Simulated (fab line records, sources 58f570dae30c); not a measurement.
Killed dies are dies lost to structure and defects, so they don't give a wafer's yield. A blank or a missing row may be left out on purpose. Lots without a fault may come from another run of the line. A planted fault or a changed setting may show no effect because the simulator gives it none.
A struck lot beside a sound one | flow berkeley_cmos170 | 17 steps out of a route of 331
Sound: wafers L163.1, L163.4, L163.5. Struck: wafers L152.1, L152.5, L152.6. The cause comes at the end.
At each step with rows: each side's tool, then ch and its chambers, then its first start. Under that, the readings that differ: sound wafers | struck wafers | difference of the means | sigmas: that difference in standard deviations of wafers without a fault.
alike: readings whose means differ by less than 2 such deviations, and words and numbers that are the same on both sides. not compared: withheld readings, readings that some wafer has no value for, bounds like >300 that may hide the same value, and numbers for which the record gives no deviation and whose values overlap.
The two part at a step that has a row with sigmas, a row that says differs or no value, or rows on one side only. Numbers that don't overlap but have no deviation are shown without sigmas and don't part them. A reading that every wafer of one side lacks parts them only if that side has two wafers or more.

UCB170_GATE_THK_MEAS_02:
  sound on film_metro-01, day 11 15:22; struck on film_metro-03, day 9 14:31
  alike: GATE_OXIDE_THK
then, 2 steps without rows for these wafers: UCB170_GATE_ANNEAL_03 (time 1800 s); UCB170_GATE_CVD_04 (deposits poly-Si from SiH4, time 1440 s, target thk 214 nm).
UCB170_GATE_THK_MEAS_05:
  sound on film_metro-02, day 11 23:06; struck on film_metro-01, day 9 21:01
  alike: GATE_POLY_THK
then, 6 steps without rows for these wafers: UCB170_GATE_COAT_06; UCB170_GATE_COAT_07 (resist thk 900 nm); UCB170_GATE_SOFTBAKE_08 (time 60 s); UCB170_GATE_EXPOSE_09 (exposes mask POLY, target cd 350 nm); UCB170_GATE_PEB_10; UCB170_GATE_DEVELOP_11 (develop time 45 s).
UCB170_GATE_CD_MEAS_12: target cd 350 nm.
  sound on cd_sem-02, day 12 00:22; struck on cd_sem-01, day 9 22:41
  alike: cd_nm
UCB170_GATE_OVL_MEAS_13:
  sound on overlay-01, day 12 00:29; struck on overlay-02, day 9 22:48
  alike: GATE_OVL
UCB170_GATE_ETCH_14: etches BARC in N2/H2.
  sound on rie_diel-03 ch 0,1,2, day 12 00:32; struck on rie_diel-04 ch 0,1, day 9 22:50
  no value came back on the struck wafers for any of 5 readings (bias_w (W), chamber_pressure_mTorr (mTorr) and others); on the sound wafers bias_w (W) reads 99.9 100.0 100.1
UCB170_GATE_ETCH_15: etches poly-Si in HBr/Cl2, stops on SiO2, time 56.3 s, target depth 278.2 nm.
  sound on rie_si-02 ch 0,2, day 12 00:34; struck on rie_si-02 ch 0,1,2, day 9 22:53
  reading               | sound             | struck            | difference | sigmas
  oes_product_au (a.u.) | 0.833 0.846 0.833 | 0.273 0.268 0.269 | -0.567     | -52
  alike: HBr_flow_sccm, bias_w, drypump_motor_current_A, throttle_valve_pct
  not compared: rf_hours_counter_h
UCB170_GATE_STRIP_16: strips in O2.
  sound on plasma_asher-04 ch 1, day 12 00:37; struck on plasma_asher-01 ch 0,1, day 9 22:56
  alike: drypump_motor_current_A, oes_product_au
  not compared: rf_hours_counter_h
UCB170_GATE_CD_MEAS_90: target cd 350 nm.
  sound on cd_sem-01, day 12 00:43; struck on cd_sem-01, day 9 23:03
  reading    | sound             | struck | difference                    | sigmas
  cd_nm (nm) | 349.0 351.0 349.6 | - - -  | no value on the struck wafers |
then, 1 step without rows for these wafers: UCB170_GATE_CLEAN_17 (cleans in SPM, time 600 s).

WHERE THEY PART
First at UCB170_GATE_ETCH_14; last, within this record, at UCB170_GATE_CD_MEAS_90.

WHY: what the simulator had put in
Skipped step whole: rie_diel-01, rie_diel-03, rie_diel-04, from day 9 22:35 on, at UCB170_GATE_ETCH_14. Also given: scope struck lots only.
